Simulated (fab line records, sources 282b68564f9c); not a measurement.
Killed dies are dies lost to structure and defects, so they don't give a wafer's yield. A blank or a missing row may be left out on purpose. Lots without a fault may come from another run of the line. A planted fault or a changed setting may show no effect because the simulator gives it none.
A struck lot beside a sound one | flow rit_cmos | 43 steps out of a route of 202
Sound: wafers L808.2, L808.5, L808.6. Struck: wafers L815.1, L815.2, L815.5. The cause comes at the end.
At each step with rows: each side's tool, then ch and its chambers, then its first start. Under that, the readings that differ: sound wafers | struck wafers | difference of the means | sigmas: that difference in standard deviations of wafers without a fault.
alike: readings whose means differ by less than 2 such deviations, and words and numbers that are the same on both sides. not compared: withheld readings, readings that some wafer has no value for, bounds like >300 that may hide the same value, and numbers for which the record gives no deviation and whose values overlap.
The two part at a step that has a row with sigmas, a row that says differs or no value, or rows on one side only. Numbers that don't overlap but have no deviation are shown without sigmas and don't part them. A reading that every wafer of one side lacks parts them only if that side has two wafers or more.

first, 2 steps without rows for these wafers: RIT_NLDD_HARDBAKE_07 (time 60 s); RIT_NLDD_IMPLANT_08.
RIT_NLDD_STRIP_09: strips in O2, time 180 s.
  sound on plasma_asher-04 ch 0,1, day 3 00:02; struck on plasma_asher-03 ch 0,1, day 4 10:37
  alike: drypump_motor_current_A, rf_refl_power_W
  not compared: rf_hours_counter_h
RIT_NLDD_TW_MEAS_10:
  sound on film_metro-01, day 3 00:13; struck on film_metro-01, day 4 10:48
  alike: NLDD_TW
then, 6 steps without rows for these wafers: RIT_PLDD_HMDS_00 (prime time 60 s); RIT_PLDD_COAT_01 (resist thk 1000 nm); RIT_PLDD_SOFTBAKE_02 (time 60 s); RIT_PLDD_EXPOSE_03 (exposes mask M8, target cd 40900 nm); RIT_PLDD_PEB_04; RIT_PLDD_DEVELOP_05 (develop time 50 s).
RIT_PLDD_OVL_MEAS_06:
  sound on overlay-02, day 3 01:15; struck on overlay-02, day 4 11:50
  alike: PLDD_OVL
then, 1 step without rows for these wafers: RIT_PLDD_HARDBAKE_07 (time 60 s).
RIT_PLDD_IMPLANT_08:
  sound on implanter-01 ch 0, day 3 01:27; struck on implanter-01 ch 0, day 4 12:01
  reading                   | sound             | struck            | difference | sigmas
  implant_ion_amu           | 49 49 49          | 75 75 75          | +26        |
  model.implant.drp_nm (nm) | 9.752 9.752 9.752 | 7.212 7.212 7.212 | -2.540     |
  model.implant.rp_nm (nm)  | 17.33 17.33 17.33 | 14.88 14.88 14.88 | -2.45      |
RIT_PLDD_STRIP_09: strips in O2, time 180 s.
  sound on plasma_asher-02 ch 0,1, day 3 01:35; struck on plasma_asher-03 ch 0,1, day 4 12:10
  alike: drypump_motor_current_A, rf_refl_power_W
  not compared: rf_hours_counter_h
RIT_PLDD_TW_MEAS_10:
  sound on film_metro-01, day 3 01:46; struck on film_metro-03, day 4 12:21
  reading | sound          | struck         | difference | sigmas
  PLDD_TW | 2361 2349 2344 | 2938 2945 2942 | +590       | +39
then, 4 steps without rows for these wafers: RIT_SPACER_CLEAN_00 (cleans in SC1, time 600 s); RIT_SPACER_CLEAN_01 (cleans in dHF, time 30 s); RIT_SPACER_CLEAN_02 (cleans in SC2, time 600 s); RIT_SPACER_CVD_03 (deposits Si3N4 from SiH2Cl2/NH3, target thk 250 nm, time 3300 s).
RIT_SPACER_THK_MEAS_04:
  sound on film_metro-04, day 3 04:07; struck on film_metro-04, day 4 14:41
  alike: SPACER_NITRIDE_THK
RIT_SPACER_ETCHBACK_05: etches Si3N4 in SF6/CHF3, stops on SiO2, target depth 250 nm, time 240 s.
  sound on rie_diel-01 ch 0,1,2, day 3 04:10; struck on rie_diel-01 ch 0,2,3, day 4 14:45
  alike: drypump_motor_current_A, oes_product_au, throttle_valve_pct
  not compared: rf_hours_counter_h
then, 6 steps without rows for these wafers: RIT_NSD_HMDS_00 (prime time 60 s); RIT_NSD_COAT_01 (resist thk 1000 nm); RIT_NSD_SOFTBAKE_02 (time 60 s); RIT_NSD_EXPOSE_03 (exposes mask M9, target cd 40700 nm); RIT_NSD_PEB_04; RIT_NSD_DEVELOP_05 (develop time 50 s).
RIT_NSD_OVL_MEAS_06:
  sound on overlay-02, day 3 05:10; struck on overlay-02, day 4 15:52
  alike: NSD_OVL
then, 2 steps without rows for these wafers: RIT_NSD_HARDBAKE_07 (time 60 s); RIT_NSD_IMPLANT_08.
RIT_NSD_STRIP_09: strips in O2, time 180 s.
  sound on plasma_asher-03 ch 0,1, day 3 05:29; struck on plasma_asher-03 ch 0,1, day 4 16:12
  alike: drypump_motor_current_A, rf_refl_power_W
  not compared: rf_hours_counter_h
RIT_NSD_TW_MEAS_10:
  sound on film_metro-03, day 3 05:41; struck on film_metro-01, day 4 16:23
  alike: NSD_TW
then, 6 steps without rows for these wafers: RIT_PSD_HMDS_00 (prime time 60 s); RIT_PSD_COAT_01 (resist thk 1000 nm); RIT_PSD_SOFTBAKE_02 (time 60 s); RIT_PSD_EXPOSE_03 (exposes mask M10, target cd 40900 nm); RIT_PSD_PEB_04; RIT_PSD_DEVELOP_05 (develop time 50 s).
RIT_PSD_OVL_MEAS_06:
  sound on overlay-02, day 3 06:43; struck on overlay-02, day 4 17:17
  alike: PSD_OVL
then, 2 steps without rows for these wafers: RIT_PSD_HARDBAKE_07 (time 60 s); RIT_PSD_IMPLANT_08.
RIT_PSD_STRIP_09: strips in O2, time 180 s.
  sound on plasma_asher-02 ch 0,1, day 3 07:17; struck on plasma_asher-01 ch 0,1, day 4 17:38
  alike: drypump_motor_current_A, rf_refl_power_W
  not compared: rf_hours_counter_h
RIT_SDANNEAL_RS_MEAS_06: measures by four-point-probe.
  sound on film_metro-01, day 3 08:13; struck on film_metro-02, day 4 18:32
  reading          | sound             | struck         | difference | sigmas
  PLDD_RS (ohm/sq) | 178.7 178.1 178.7 | 68.7 68.6 68.6 | -109.9     | -99 or more

WHERE THEY PART
First at RIT_PLDD_TW_MEAS_10; last, within this record, at RIT_SDANNEAL_RS_MEAS_06.

WHY: what the simulator had put in
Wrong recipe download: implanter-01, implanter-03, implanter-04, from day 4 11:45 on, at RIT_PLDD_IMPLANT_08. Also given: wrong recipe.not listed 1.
